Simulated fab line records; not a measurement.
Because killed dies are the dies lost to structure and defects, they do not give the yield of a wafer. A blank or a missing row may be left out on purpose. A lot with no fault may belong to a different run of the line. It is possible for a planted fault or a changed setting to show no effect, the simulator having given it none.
fab line records	flow berkeleyCmos170	part 1 of 2: steps 1 to 32 of 45
record: lots: 5	wafers: 15	lastDay: 11
route steps=331 shown PLDD@150 NLDD@158 SPACER@171 PSD@175 NSD@187
lots that met no fault: from a run of the same line without faults
startH: hours from the record's opening day to when the first of the lot's shown wafers began	waitH: time in hours since the lot's previous step	" repeats the value in the row above	L1.1+2: a single row standing in for several wafers	- value missing, or start not given	* or withheld: withheld	< > ~ a bound
route shown NAME@n: a module of which the file shows steps, and the number in the route of the first	usual: the fault-free wafers' mean and standard deviation	same: alike in all rows	chamber/n: place in a boat	sites: per-site readings	_std_site: how widely they spread, as a standard deviation	_edge_site: inner sites' mean taken away from outer sites' mean	radiusMm: how far each site lies from the wafer's centre	mask NAME#n: copy n	behind: the tool/chamber that last shaped the wafer	hold: what put the lot on hold/how long, in hours/how the hold closed	device: the n, p or np transistor that did not switch	end of line: tests of these same wafers at the route's end	a step given without rows: its recipe and nothing more	killed: count of dies lost to structure and defects at first sort (not the wafer's yield)	map: a wafer's dies, marking killed ones x, the rest . and places with no die _
set.NAME: the setting that was run; set.NAME@STEP: the one run at that earlier step	model.NAME: the simulator's own value behind a step, which no gauge read
lots seen at some steps along the route; tables by step, rows by wafer
services: a tool's chamber out of use, with start hour (startH, from the record's first day; less than 0 if before it), hours out, and reason
== steps ==
step: UCB170_PLDD_DEVELOP_05
recipe: developer: TMAH	developTimeS: 45	resist: KrF	devTempC: 21
lot.wafer	tool	chamber	startH	waitH
L076.1+2+3	lithoTrack-03	0	-	-
L077.2+5+6	lithoTrack-04	0	-	-
L081.1+3+4	lithoTrack-02	0	-	-
L088.2+3+4	lithoTrack-03	0	-	-
L094.1+2+6	lithoTrack-02	0	-	-
step: UCB170_PLDD_CD_MEAS_06
recipe: targetCdNm: 1200
usual: cdNm: 1200.2/1.5
lot.wafer	tool	chamber	startH	waitH	cdNm
L076.1	cdSem-01	-	144.10	-	1198.6
L076.2	"	-	"	"	1198.6
L076.3	"	-	"	"	1199.6
L077.2	cdSem-01	-	158.05	-	1203.6
L077.5	"	-	"	"	1203.1
L077.6	"	-	"	"	1201.7
L081.1	cdSem-01	-	167.60	-	1203.3
L081.3	"	-	"	"	1201.5
L081.4	"	-	"	"	1203.5
L088.2	cdSem-02	-	199.83	-	1198.9
L088.3	"	-	"	"	1199.3
L088.4	"	-	"	"	1199.7
L094.1	cdSem-01	-	216.19	-	1200.0
L094.2	"	-	"	"	1200.3
L094.6	"	-	"	"	1201.1
step: UCB170_PLDD_OVL_MEAS_07
usual: PLDD_OVL: 1/4.3
lot.wafer	tool	chamber	startH	waitH	PLDD_OVL[nm]
L076.1	overlay-02	-	144.22	0.1	1
L076.2	"	-	"	"	-1
L076.3	"	-	"	"	4
L077.2	overlay-02	-	158.15	0.1	-2
L077.5	"	-	"	"	-3
L077.6	"	-	"	"	-3
L081.1	overlay-01	-	167.72	0.1	-5
L081.3	"	-	"	"	-4
L081.4	"	-	"	"	-4
L088.2	overlay-02	-	199.93	0.1	6
L088.3	"	-	"	"	-2
L088.4	"	-	"	"	5
L094.1	overlay-02	-	216.31	0.1	3
L094.2	"	-	"	"	-1
L094.6	"	-	"	"	-2
step: UCB170_PLDD_IMPLANT_08
recipe: species: BF2	doseCm2: 5e+13	energyKev: 10	tiltDeg: 7	rotationDeg: 0
lot.wafer	tool	chamber	startH	waitH
L076.1+2+3	implanter-03	0	144.26	0.0
L077.2+5+6	implanter-03	0	158.21	0.0
L081.1+3+4	implanter-02	0	167.76	0.0
L088.2+3+4	implanter-03	0	199.99	0.0
L094.1+2+6	implanter-03	0	216.35	0.0
step: UCB170_PLDD_IMPLANT_09
recipe: species: BF2	doseCm2: 5e+13	energyKev: 10	tiltDeg: 7	rotationDeg: 180
lot.wafer	tool	chamber	startH	waitH
L076.1+2+3	implanter-03	0	144.41	0.1
L077.2+5+6	implanter-03	0	158.36	0.1
L081.1+3+4	implanter-02	0	167.91	0.1
L088.2+3+4	implanter-03	0	200.14	0.1
L094.1+2+6	implanter-03	0	216.50	0.1
step: UCB170_PLDD_STRIP_10
recipe: chemistry: O2	powerW: 400	pressureMtorr: 3500	platenTempC: withheld	o2FlowSccm: 400	overashFraction: 0.5
usual: chamberPressureMTorr: 3500/3.8	drypumpMotorCurrentA: 5.8/0.44	oesProductAu: 0.734/0.004	stripTimeToEndpointS: 21.63/0.051
lot.wafer	tool	chamber	startH	waitH	chamberPressureMTorr	drypumpMotorCurrentA	oesProductAu	rfHoursCounterH	stripTimeToEndpointS
L076.1	plasmaAsher-04	1	144.56	0.1	3498	6.1	0.730	39	21.71
L076.2	"	0	"	"	3500	5.7	0.739	39	21.65
L076.3	"	1	"	"	3503	6.0	0.731	-	21.66
L077.2	plasmaAsher-03	0	158.48	0.1	3496	6.0	0.725	46	21.68
L077.5	"	1	"	"	3500	6.4	0.734	-	21.64
L077.6	"	0	"	"	3504	6.0	0.740	-	21.63
L081.1	plasmaAsher-04	1	168.06	0.1	3500	6.1	0.741	41	21.72
L081.3	"	1	"	"	3500	6.1	0.738	-	21.75
L081.4	"	0	"	"	3502	5.6	0.738	-	21.69
L088.2	plasmaAsher-01	0	200.26	0.1	3504	5.0	0.728	6	21.56
L088.3	"	0	"	"	3498	5.0	0.736	-	21.58
L088.4	"	1	"	"	3496	5.7	0.736	-	21.54
L094.1	plasmaAsher-03	0	216.65	0.1	3504	6.0	0.731	54	21.60
L094.2	"	1	"	"	3496	6.4	0.736	54	21.49
L094.6	"	1	"	"	3503	6.4	0.738	-	21.57
step: UCB170_PLDD_TW_MEAS_11
usual: PLDD_TW: 1016/6.1
lot.wafer	tool	chamber	startH	waitH	PLDD_TW
L076.1	filmMetro-03	-	144.66	0.1	1013
L076.2	"	-	"	"	1014
L076.3	"	-	"	"	1016
L077.2	filmMetro-04	-	158.59	0.1	1019
L077.5	"	-	"	"	1023
L077.6	"	-	"	"	1023
L081.1	filmMetro-02	-	168.16	0.1	1017
L081.3	"	-	"	"	1021
L081.4	"	-	"	"	1019
L088.2	filmMetro-03	-	200.37	0.1	1011
L088.3	"	-	"	"	1013
L088.4	"	-	"	"	1012
L094.1	filmMetro-02	-	216.75	0.1	1019
L094.2	"	-	"	"	1014
L094.6	"	-	"	"	1018
step: UCB170_PLDD_CLEAN_12
recipe: chemistry: SPM	tempC: 120	timeS: 600
usual: bathGuardTempC: 119.88/0.23
lot.wafer	tool	chamber	startH	waitH	bathGuardTempC
L076.1	wetBench-04	0	144.79	0.1	119.73
L076.2	"	0	"	"	119.82
L076.3	"	0	"	"	119.88
L077.2	wetBench-02	3	158.64	0.0	119.64
L077.5	"	3	"	"	119.58
L077.6	"	3	"	"	119.77
L081.1	wetBench-04	0	168.24	0.1	119.82
L081.3	"	0	"	"	119.54
L081.4	"	0	"	"	119.70
L088.2	wetBench-04	3	200.42	0.0	119.86
L088.3	"	3	"	"	120.12
L088.4	"	3	"	"	120.06
L094.1	wetBench-01	1	220.61	3.9	120.20
L094.2	"	1	"	"	119.98
L094.6	"	1	"	"	119.77
step: UCB170_NLDD_HMDS_00
recipe: primeTimeS: 60	primeTempC: 100
lot.wafer	tool	chamber	startH	waitH
L076.1+2+3	lithoTrack-01	0	145.14	0.0
L077.2+5+6	lithoTrack-03	0	159.30	0.5
L081.1+3+4	lithoTrack-01	0	168.43	0.0
L088.2+3+4	lithoTrack-04	0	200.62	0.0
L094.1+2+6	lithoTrack-03	0	220.80	0.0
step: UCB170_NLDD_COAT_01
recipe: resist: KrF	spinRpm: 1500	resistThkNm: 900
lot.wafer	tool	chamber	startH	waitH
L076.1+2+3	lithoTrack-01	0	145.29	0.1
L077.2+5+6	lithoTrack-03	0	159.45	0.1
L081.1+3+4	lithoTrack-01	0	168.58	0.1
L088.2+3+4	lithoTrack-04	0	200.77	0.1
L094.1+2+6	lithoTrack-03	0	220.95	0.1
step: UCB170_NLDD_SOFTBAKE_02
recipe: resist: KrF	tempC: 130	timeS: 60
lot.wafer	tool	chamber	startH	waitH
L076.1+2+3	lithoTrack-01	0	145.44	0.1
L077.2+5+6	lithoTrack-03	0	159.60	0.1
L081.1+3+4	lithoTrack-01	0	168.73	0.1
L088.2+3+4	lithoTrack-04	0	200.92	0.1
L094.1+2+6	lithoTrack-03	0	221.10	0.1
step: UCB170_NLDD_EXPOSE_03
recipe: maskId: NSELECT	na: 0.5	sigmaOuter: 0.6	sourceShape: conventional	targetCdNm: 1200	doseMj: 30
same: na: 0.5
lot.wafer	tool	chamber	startH	waitH	mask
L076.1+2+3	krfScanner-01	0	145.59	0.1	NSELECT#0
L077.2+5+6	krfScanner-01	0	159.76	0.1	NSELECT#0
L081.1+3+4	krfScanner-02	0	169.00	0.2	NSELECT#0
L088.2+3+4	krfScanner-01	0	201.07	0.1	NSELECT#0
L094.1+2+6	krfScanner-01	0	-	-	NSELECT#0
step: UCB170_NLDD_PEB_04
recipe: pebTempC: 130	pebTimeS: withheld	resist: KrF
lot.wafer	tool	chamber	startH	waitH
L076.1+2+3	lithoTrack-01	0	145.70	0.1
L077.2+5+6	lithoTrack-03	0	160.48	0.7
L081.1+3+4	lithoTrack-03	0	169.12	0.1
L088.2+3+4	lithoTrack-01	0	201.29	0.2
L094.1+2+6	lithoTrack-03	0	-	-
step: UCB170_NLDD_DEVELOP_05
recipe: developer: TMAH	developTimeS: 45	resist: KrF	devTempC: 21
lot.wafer	tool	chamber	startH	waitH
L076.1+2+3	lithoTrack-01	0	-	-
L077.2+5+6	lithoTrack-03	0	-	-
L081.1+3+4	lithoTrack-03	0	-	-
L088.2+3+4	lithoTrack-01	0	-	-
L094.1+2+6	lithoTrack-03	0	-	-
step: UCB170_NLDD_CD_MEAS_06
recipe: targetCdNm: 1200
usual: cdNm: 1199.7/1.2
lot.wafer	tool	chamber	startH	waitH	cdNm
L076.1	cdSem-02	-	145.98	-	1198.7
L076.2	"	-	"	"	1198.5
L076.3	"	-	"	"	1198.8
L077.2	cdSem-01	-	160.75	-	1198.9
L077.5	"	-	"	"	1199.3
L077.6	"	-	"	"	1197.8
L081.1	cdSem-02	-	169.39	-	1198.4
L081.3	"	-	"	"	1197.5
L081.4	"	-	"	"	1198.8
L088.2	cdSem-02	-	201.56	-	1201.7
L088.3	"	-	"	"	1201.3
L088.4	"	-	"	"	1201.0
L094.1	cdSem-01	-	222.88	-	1199.6
L094.2	"	-	"	"	1200.3
L094.6	"	-	"	"	1200.6
step: UCB170_NLDD_OVL_MEAS_07
usual: NLDD_OVL: 0/5
lot.wafer	tool	chamber	startH	waitH	NLDD_OVL[nm]
L076.1	overlay-02	-	146.10	0.1	-5
L076.2	"	-	"	"	2
L076.3	"	-	"	"	-2
L077.2	overlay-02	-	160.85	0.1	-1
L077.5	"	-	"	"	2
L077.6	"	-	"	"	1
L081.1	overlay-02	-	169.51	0.1	1
L081.3	"	-	"	"	0
L081.4	"	-	"	"	-4
L088.2	overlay-02	-	201.67	0.1	-1
L088.3	"	-	"	"	3
L088.4	"	-	"	"	2
L094.1	overlay-01	-	223.00	0.1	4
L094.2	"	-	"	"	-4
L094.6	"	-	"	"	-6
step: UCB170_NLDD_IMPLANT_08
recipe: species: As	doseCm2: 5e+13	energyKev: 30	tiltDeg: 7	rotationDeg: 0
lot.wafer	tool	chamber	startH	waitH
L076.1+2+3	implanter-01	0	146.13	0.0
L077.2+5+6	implanter-01	0	160.91	0.0
L081.1+3+4	implanter-02	0	169.55	0.0
L088.2+3+4	implanter-04	0	201.72	0.0
L094.1+2+6	implanter-02	0	223.04	0.0
step: UCB170_NLDD_IMPLANT_09
recipe: species: As	doseCm2: 5e+13	energyKev: 30	tiltDeg: 7	rotationDeg: 180
lot.wafer	tool	chamber	startH	waitH
L076.1+2+3	implanter-01	0	146.28	0.1
L077.2+5+6	implanter-01	0	161.06	0.1
L081.1+3+4	implanter-02	0	169.70	0.1
L088.2+3+4	implanter-04	0	201.87	0.1
L094.1+2+6	implanter-02	0	223.19	0.1
step: UCB170_NLDD_STRIP_10
recipe: chemistry: O2	powerW: 400	pressureMtorr: 3500	platenTempC: withheld	o2FlowSccm: 400	overashFraction: 0.5
usual: chamberPressureMTorr: 3500/3.3	drypumpMotorCurrentA: 5.7/0.61	oesProductAu: 0.734/0.0044	stripTimeToEndpointS: 21.64/0.059
lot.wafer	tool	chamber	startH	waitH	chamberPressureMTorr	drypumpMotorCurrentA	oesProductAu	rfHoursCounterH	stripTimeToEndpointS
L076.1	plasmaAsher-03	1	146.43	0.1	3505	6.4	0.733	45	21.63
L076.2	"	0	"	"	3507	6.0	0.730	45	21.62
L076.3	"	0	"	"	3499	6.0	0.736	-	21.65
L077.2	plasmaAsher-03	0	161.18	0.1	3501	6.0	0.736	46	21.64
L077.5	"	1	"	"	3501	6.4	0.730	-	21.56
L077.6	"	0	"	"	3496	6.0	0.735	-	21.67
L081.1	plasmaAsher-02	0	169.85	0.1	3497	4.8	0.731	45	21.70
L081.3	"	1	"	"	3495	6.0	0.735	-	21.62
L081.4	"	0	"	"	3496	4.8	0.736	-	21.62
L088.2	plasmaAsher-02	0	202.00	0.1	3500	4.8	0.742	49	21.62
L088.3	"	1	"	"	3498	6.0	0.735	-	21.58
L088.4	"	0	"	"	3506	4.8	0.740	-	21.58
L094.1	plasmaAsher-03	0	223.34	0.1	3498	6.0	0.727	54	21.58
L094.2	"	1	"	"	3500	6.4	0.727	54	21.66
L094.6	"	0	"	"	3501	6.0	0.733	-	21.62
step: UCB170_NLDD_TW_MEAS_11
usual: NLDD_TW: 2236/13
lot.wafer	tool	chamber	startH	waitH	NLDD_TW
L076.1	filmMetro-03	-	146.53	0.1	2240
L076.2	"	-	"	"	2220
L076.3	"	-	"	"	2231
L077.2	filmMetro-04	-	161.29	0.1	2234
L077.5	"	-	"	"	2247
L077.6	"	-	"	"	2249
L081.1	filmMetro-02	-	169.95	0.1	2239
L081.3	"	-	"	"	2239
L081.4	"	-	"	"	2222
L088.2	filmMetro-02	-	202.11	0.1	2232
L088.3	"	-	"	"	2233
L088.4	"	-	"	"	2230
L094.1	filmMetro-02	-	223.44	0.1	2229
L094.2	"	-	"	"	2241
L094.6	"	-	"	"	2239
step: UCB170_NLDD_CLEAN_12
recipe: chemistry: SPM	tempC: 120	timeS: 600
usual: bathGuardTempC: 119.94/0.24
lot.wafer	tool	chamber	startH	waitH	bathGuardTempC
L076.1	wetBench-04	1	146.59	0.1	120.24
L076.2	"	1	"	"	119.86
L076.3	"	1	"	"	119.72
L077.2	wetBench-04	1	161.34	0.0	120.18
L077.5	"	1	"	"	119.84
L077.6	"	1	"	"	119.85
L081.1	wetBench-04	0	170.15	0.2	119.90
L081.3	"	0	"	"	119.84
L081.4	"	0	"	"	119.85
L088.2	wetBench-01	0	202.51	0.4	120.10
L088.3	"	0	"	"	119.97
L088.4	"	0	"	"	120.06
L094.1	wetBench-03	0	223.50	0.1	120.29
L094.2	"	0	"	"	119.61
L094.6	"	0	"	"	120.22
step: UCB170_SPACER_CVD_00
recipe: material: SiO2	targetThkNm: 376	tempC: 390	precursor: TEOS/O2	timeS: 47	rfW: 550	pressureMtorr: 9000
usual: heaterPowerW: 269/51
lot.wafer	tool	chamber	startH	waitH	heaterPowerW
L076.1	pecvd-02	2	146.94	0.0	234
L076.2	"	0	"	"	256
L076.3	"	1	"	"	277
L077.2	pecvd-02	1	161.52	0.0	285
L077.5	"	0	"	"	211
L077.6	"	1	"	"	293
L081.1	pecvd-02	2	170.34	0.0	209
L081.3	"	1	"	"	273
L081.4	"	0	"	"	209
L088.2	pecvd-02	2	202.70	0.0	239
L088.3	"	1	"	"	260
L088.4	"	1	"	"	272
L094.1	pecvd-01	1	223.67	0.0	227
L094.2	"	0	"	"	343
L094.6	"	1	"	"	238
step: UCB170_SPACER_THK_MEAS_01
recipe: reads: SiO2_of_SPACER_CVD_00
usual: SPACER_TEOS_THK: 378/5.7
lot.wafer	tool	chamber	startH	waitH	SPACER_TEOS_THK[nm]
L076.1	filmMetro-03	-	146.99	0.0	373
L076.2	"	-	"	"	376
L076.3	"	-	"	"	379
L077.2	filmMetro-03	-	161.57	0.0	371
L077.5	"	-	"	"	371
L077.6	"	-	"	"	376
L081.1	filmMetro-03	-	170.39	0.0	380
L081.3	"	-	"	"	376
L081.4	"	-	"	"	378
L088.2	filmMetro-02	-	202.75	0.0	369
L088.3	"	-	"	"	380
L088.4	"	-	"	"	382
L094.1	filmMetro-01	-	223.71	0.0	369
L094.2	"	-	"	"	372
L094.6	"	-	"	"	379
step: UCB170_SPACER_ANNEAL_02
recipe: tempC: 900	timeS: 1800	ambient: N2
usual: spikeTcLoadC: 925.6/1.7
lot.wafer	tool	chamber	startH	waitH	spikeTcLoadC
L076.1	furnace-03	0	149.73	2.7	927.7
L076.2	"	0	"	"	929.6
L076.3	"	0	"	"	926.0
L077.2	furnace-04	0	162.95	1.4	924.8
L077.5	"	0	"	"	922.6
L077.6	"	0	"	"	925.1
L081.1	furnace-04	0	172.24	1.8	926.8
L081.3	"	0	"	"	922.6
L081.4	"	0	"	"	925.8
L088.2	furnace-04	0	207.40	4.6	924.9
L088.3	"	0	"	"	923.4
L088.4	"	0	"	"	925.1
L094.1	furnace-03	0	225.36	1.6	928.4
L094.2	"	0	"	"	928.3
L094.6	"	0	"	"	928.3
step: UCB170_SPACER_ETCHBACK_03
recipe: stopOn: Si	target: SiO2	chemistry: CHF3/CF4/Ar	CHF3_flow_sccm: 50	cf4FlowSccm: 10	Ar_flow_sccm: 120	pressureMtorr: 200	rfW: 500	targetDepthA: 3760	timeS: 100
usual: cf4FlowSccm: 10.00/0.03	chamberPressureMTorr: 200.01/0.17	drypumpMotorCurrentA: 5.7/0.53	oesProductAu: 0.908/0.015	throttleValvePct: 6.49/0.083
lot.wafer	tool	chamber	startH	waitH	cf4FlowSccm	chamberPressureMTorr	drypumpMotorCurrentA	oesProductAu	rfHoursCounterH	throttleValvePct
L076.1	rieDiel-02	1	151.23	0.0	10.04	200.18	5.1	0.888	1	6.58
L076.2	"	3	"	"	10.00	199.63	6.6	0.890	38	6.39
L076.3	"	0	"	"	9.99	200.04	5.2	0.905	17	6.39
L077.2	rieDiel-04	3	164.45	0.0	10.01	200.03	6.0	0.910	34	6.52
L077.5	"	1	"	"	9.97	200.19	5.6	0.878	-	6.49
L077.6	"	2	"	"	10.01	199.99	5.1	0.916	-	6.48
L081.1	rieDiel-02	3	173.74	0.0	9.99	199.84	6.6	0.901	40	6.39
L081.3	"	1	"	"	9.97	200.12	5.1	0.887	-	6.59
L081.4	"	3	"	"	9.99	199.97	6.6	0.903	-	6.39
L088.2	rieDiel-02	3	208.90	0.0	10.02	200.16	6.6	0.885	42	6.39
L088.3	"	1	"	"	9.98	199.96	5.1	0.903	5	6.58
L088.4	"	1	"	"	10.01	199.89	5.1	0.904	-	6.58
L094.1	rieDiel-04	3	226.86	0.0	9.98	199.96	6.0	0.904	36	6.51
L094.2	"	2	"	"	10.04	199.89	5.1	0.914	5	6.49
L094.6	"	2	"	"	10.04	200.05	5.1	0.926	-	6.48
step: UCB170_PSD_HMDS_00
recipe: primeTimeS: 60	primeTempC: 100
lot.wafer	tool	chamber	startH	waitH
L076.1+2+3	lithoTrack-04	0	151.35	0.1
L077.2+5+6	lithoTrack-01	0	164.55	0.1
L081.1+3+4	lithoTrack-02	0	174.38	0.6
L088.2+3+4	lithoTrack-02	0	209.34	0.4
L094.1+2+6	lithoTrack-02	0	226.98	0.1
step: UCB170_PSD_COAT_01
recipe: resist: KrF	spinRpm: 1500	resistThkNm: 900
lot.wafer	tool	chamber	startH	waitH
L076.1+2+3	lithoTrack-04	0	151.50	0.1
L077.2+5+6	lithoTrack-01	0	164.70	0.1
L081.1+3+4	lithoTrack-02	0	174.53	0.1
L088.2+3+4	lithoTrack-02	0	209.49	0.1
L094.1+2+6	lithoTrack-02	0	227.13	0.1
step: UCB170_PSD_SOFTBAKE_02
recipe: resist: KrF	tempC: 130	timeS: 60
lot.wafer	tool	chamber	startH	waitH
L076.1+2+3	lithoTrack-04	0	151.65	0.1
L077.2+5+6	lithoTrack-01	0	164.85	0.1
L081.1+3+4	lithoTrack-02	0	174.68	0.1
L088.2+3+4	lithoTrack-02	0	209.64	0.1
L094.1+2+6	lithoTrack-02	0	227.28	0.1
step: UCB170_PSD_EXPOSE_03
recipe: maskId: PSELECT_MOD	na: 0.5	sigmaOuter: 0.6	sourceShape: conventional	targetCdNm: 1200	doseMj: 30
same: na: 0.5
lot.wafer	tool	chamber	startH	waitH	mask
L076.1+2+3	krfScanner-01	0	151.80	0.1	PSELECT_MOD#0
L077.2+5+6	krfScanner-02	0	165.12	0.2	PSELECT_MOD#0
L081.1+3+4	krfScanner-01	0	174.96	0.3	PSELECT_MOD#0
L088.2+3+4	krfScanner-02	0	210.05	0.4	PSELECT_MOD#0
L094.1+2+6	krfScanner-01	0	227.43	0.1	PSELECT_MOD#0
step: UCB170_PSD_PEB_04
recipe: pebTempC: 130	pebTimeS: withheld	resist: KrF
lot.wafer	tool	chamber	startH	waitH
L076.1+2+3	lithoTrack-02	0	152.05	0.2
L077.2+5+6	lithoTrack-04	0	165.24	0.1
L081.1+3+4	lithoTrack-01	0	175.23	0.3
L088.2+3+4	lithoTrack-01	0	210.32	0.3
L094.1+2+6	lithoTrack-04	0	227.55	0.1
step: UCB170_PSD_DEVELOP_05
recipe: developer: TMAH	developTimeS: 45	resist: KrF	devTempC: 21
lot.wafer	tool	chamber	startH	waitH
L076.1+2+3	lithoTrack-02	0	-	-
L077.2+5+6	lithoTrack-04	0	-	-
L081.1+3+4	lithoTrack-01	0	-	-
L088.2+3+4	lithoTrack-01	0	-	-
L094.1+2+6	lithoTrack-04	0	-	-
step: UCB170_PSD_CD_MEAS_06
recipe: targetCdNm: 1200
usual: cdNm: 1200.1/1.5
lot.wafer	tool	chamber	startH	waitH	cdNm
L076.1	cdSem-02	-	152.33	-	1199.8
L076.2	"	-	"	"	1198.1
L076.3	"	-	"	"	1199.1
L077.2	cdSem-02	-	165.51	-	1201.6
L077.5	"	-	"	"	1201.5
L077.6	"	-	"	"	1202.2
L081.1	cdSem-01	-	175.51	-	1200.7
L081.3	"	-	"	"	1201.6
L081.4	"	-	"	"	1201.5
L088.2	cdSem-02	-	210.71	-	1198.3
L088.3	"	-	"	"	1197.5
L088.4	"	-	"	"	1197.5
L094.1	cdSem-01	-	227.82	-	1200.2
L094.2	"	-	"	"	1196.7
L094.6	"	-	"	"	1197.2
